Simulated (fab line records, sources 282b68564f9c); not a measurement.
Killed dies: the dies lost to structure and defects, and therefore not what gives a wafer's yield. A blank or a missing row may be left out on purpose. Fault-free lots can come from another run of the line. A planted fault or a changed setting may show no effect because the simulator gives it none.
What tool caused it?	flow rit cmos	7 lots with 21 wafers sampled at 3 steps, on a route of 202 steps

WHAT THE GAUGES READ, wafer by wafer
RIT_M1_CD_MEAS_90: the cd target is 2600 nm.
lot	measured	on	cd nm (nm)
L598	day 3 23:07	cd sem-01	2599.6 2599.0 2598.4
L601	day 4 09:29	cd sem-01	2597.7 2601.1 2600.5
L604	day 5 00:03	cd sem-01	2598.8 2597.6 2597.2
L608	day 5 18:33	cd sem-02	2557.4 2600.1 2557.6 2557.6 2600.6 2557.5
L612	day 6 16:18	cd sem-02	2598.2 2596.1 2597.2
L615	day 7 06:37	cd sem-02	2601.2 2597.6 2600.1
L618	day 7 22:11	cd sem-01	2600.0 2598.8 2600.4

WHAT TOOL EACH LOT RAN ON (gives the tool, then ch and the chambers of the sampled wafers, and finally the start)
lot	RIT_CONTACT_STRIP_12	RIT_M1_METAL_ETCH_12
L598	plasma asher-01 ch 0,1, day 3 20:04	rie metal-04 ch 0,1, day 3 22:36
L601	plasma asher-02 ch 0,1, day 4 06:20	rie metal-04 ch 0,1, day 4 08:58
L604	plasma asher-03 ch 0,1, day 4 20:46	rie metal-04 ch 0,1, day 4 23:32
L608	plasma asher-01 ch 0,1, day 5 15:25	rie metal-03 ch 0,1, day 5 18:01
L612	plasma asher-03 ch 0,1, day 6 13:11	rie metal-01 ch 0,1, day 6 15:43
L615	plasma asher-01 ch 0,1, day 7 03:41	rie metal-01 ch 0,1, day 7 06:05
L618	plasma asher-02 ch 0,1, day 7 19:06	rie metal-01 ch 0,1, day 7 21:38
- RIT_CONTACT_STRIP_12: strips in O2, time 187.2 s.
- RIT_M1_METAL_ETCH_12: etches Al in Cl2/BCl3, stops on SiO2, time 165 s, target depth 600 nm.

THE ANSWER, worked out from the rows above alone
Rule: usual is defined by the lots themselves. Put in order of their means at a reading, lots are off if they are a third of the lots or fewer, leave a main group of 4 or more, and stand apart from it by a gap of 3 or more times the standard deviation of the main group's means; of several such gaps the widest counts. A main group whose means are all the same, to the digits that the tables above print for the reading, isn't used. A lot without any number at a reading at which 4 lots or more have one is off too. All remaining lots with rows at the step are treated as sound.
Off: L608 (RIT_M1_CD_MEAS_90, cd nm). The main group has a mean of 2598.9 nm with a standard deviation of 1.
A tool fits if, at a process step before that reading, it ran every lot that is off, and no sound lot after the first of them. The gauges at RIT_M1_CD_MEAS_90 are tried like those tools. One fits: RIT_M1_METAL_ETCH_12 on rie metal-03. It ran no sound lot before its first lot that is off in this sample, so the start can't be narrowed down.

WHAT THE SIMULATOR PUT IN
rie metal-03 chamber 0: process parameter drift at RIT_M1_METAL_ETCH_12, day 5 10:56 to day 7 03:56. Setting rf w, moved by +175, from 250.
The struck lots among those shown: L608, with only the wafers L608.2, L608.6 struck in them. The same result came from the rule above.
